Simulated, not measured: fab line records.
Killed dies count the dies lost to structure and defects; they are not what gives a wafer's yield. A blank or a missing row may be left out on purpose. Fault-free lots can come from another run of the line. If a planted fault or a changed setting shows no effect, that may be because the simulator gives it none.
Chamber matching / flow berkeley_cmos170 / rie_diel-04 running UCB170_M3_ETCH_17: 4 sister chambers
The step etches BARC in N2/H2. 14 wafers are shown with their chamber, then 7 later ones without.

== EACH WAFER AND ITS CHAMBER ==
wafer=L384.2; chamber=0; throttle_valve_pct (%)=13.23; oes_product_au (a.u.)=1.022; bias_w (W)=99.8
wafer=L384.3; chamber=2; throttle_valve_pct (%)=13.53; oes_product_au (a.u.)=1.054; bias_w (W)=99.9
wafer=L384.6; chamber=3; throttle_valve_pct (%)=13.10; oes_product_au (a.u.)=1.040; bias_w (W)=99.8
wafer=L385.1; chamber=2; throttle_valve_pct (%)=13.51; oes_product_au (a.u.)=1.053; bias_w (W)=99.9
wafer=L385.3; chamber=3; throttle_valve_pct (%)=13.11; oes_product_au (a.u.)=1.042; bias_w (W)=100.1
wafer=L385.6; chamber=1; throttle_valve_pct (%)=13.37; oes_product_au (a.u.)=1.003; bias_w (W)=100.1
wafer=L387.1; chamber=0; throttle_valve_pct (%)=13.22; oes_product_au (a.u.)=1.030; bias_w (W)=100.0
wafer=L387.2; chamber=2; throttle_valve_pct (%)=13.51; oes_product_au (a.u.)=1.059; bias_w (W)=100.0
wafer=L387.3; chamber=3; throttle_valve_pct (%)=13.10; oes_product_au (a.u.)=1.029; bias_w (W)=100.1
wafer=L394.1; chamber=3; throttle_valve_pct (%)=13.11; oes_product_au (a.u.)=1.041; bias_w (W)=100.5
wafer=L394.3; chamber=1; throttle_valve_pct (%)=13.38; oes_product_au (a.u.)=0.996; bias_w (W)=100.0
wafer=L394.4; chamber=0; throttle_valve_pct (%)=13.23; oes_product_au (a.u.)=1.022; bias_w (W)=100.0
wafer=L395.1; chamber=1; throttle_valve_pct (%)=13.36; oes_product_au (a.u.)=0.998; bias_w (W)=99.9
wafer=L395.5; chamber=0; throttle_valve_pct (%)=13.24; oes_product_au (a.u.)=1.013; bias_w (W)=99.8

SIGNATURES (averages over the wafers above)
reading=throttle_valve_pct; chamber 0=13.2300; chamber 1=13.3700; chamber 2=13.5167; chamber 3=13.1050; scatter within a chamber=0.00876
reading=oes_product_au; chamber 0=1.02175; chamber 1=0.99900; chamber 2=1.05533; chamber 3=1.03800; scatter within a chamber=0.00549
reading=bias_w; chamber 0=99.900; chamber 1=100.000; chamber 2=99.933; chamber 3=100.125; scatter within a chamber=0.177
Rule: a wafer lies at a distance from a chamber equal to the root of the sum of squares, over the readings, of (its reading less the chamber's mean, divided by the reading's scatter). The wafer belongs to the nearest chamber; if the next one is less than 2 further off, it can't be placed. The scatter: take each reading less its chamber's mean, square it, sum over the shown wafers, divide by the number of wafers less the number of chambers, and take the root.

== WAFERS WHOSE CHAMBER IS MISSING ==
wafer=L395.6; throttle_valve_pct (%)=13.11; oes_product_au (a.u.)=1.049; bias_w (W)=100.7
wafer=L400.1; throttle_valve_pct (%)=13.35; oes_product_au (a.u.)=0.990; bias_w (W)=99.8
wafer=L400.5; throttle_valve_pct (%)=13.22; oes_product_au (a.u.)=1.024; bias_w (W)=100.4
wafer=L400.6; throttle_valve_pct (%)=13.12; oes_product_au (a.u.)=1.047; bias_w (W)=99.9
wafer=L405.2; throttle_valve_pct (%)=13.22; oes_product_au (a.u.)=1.025; bias_w (W)=100.0
wafer=L405.3; throttle_valve_pct (%)=13.11; oes_product_au (a.u.)=1.030; bias_w (W)=100.2
wafer=L405.5; throttle_valve_pct (%)=13.10; oes_product_au (a.u.)=1.032; bias_w (W)=100.1

== WHICH CHAMBER EACH WENT THROUGH ==
wafer=L395.6; from the rows above=3; in truth=3
wafer=L400.1; from the rows above=1; in truth=1
wafer=L400.5; from the rows above=0; in truth=0
wafer=L400.6; from the rows above=3; in truth=3
wafer=L405.2; from the rows above=0; in truth=0
wafer=L405.3; from the rows above=3; in truth=3
wafer=L405.5; from the rows above=3; in truth=3
Placed correctly: 7 of 7. Not placeable from these rows: 0. Wrongly placed: 0.
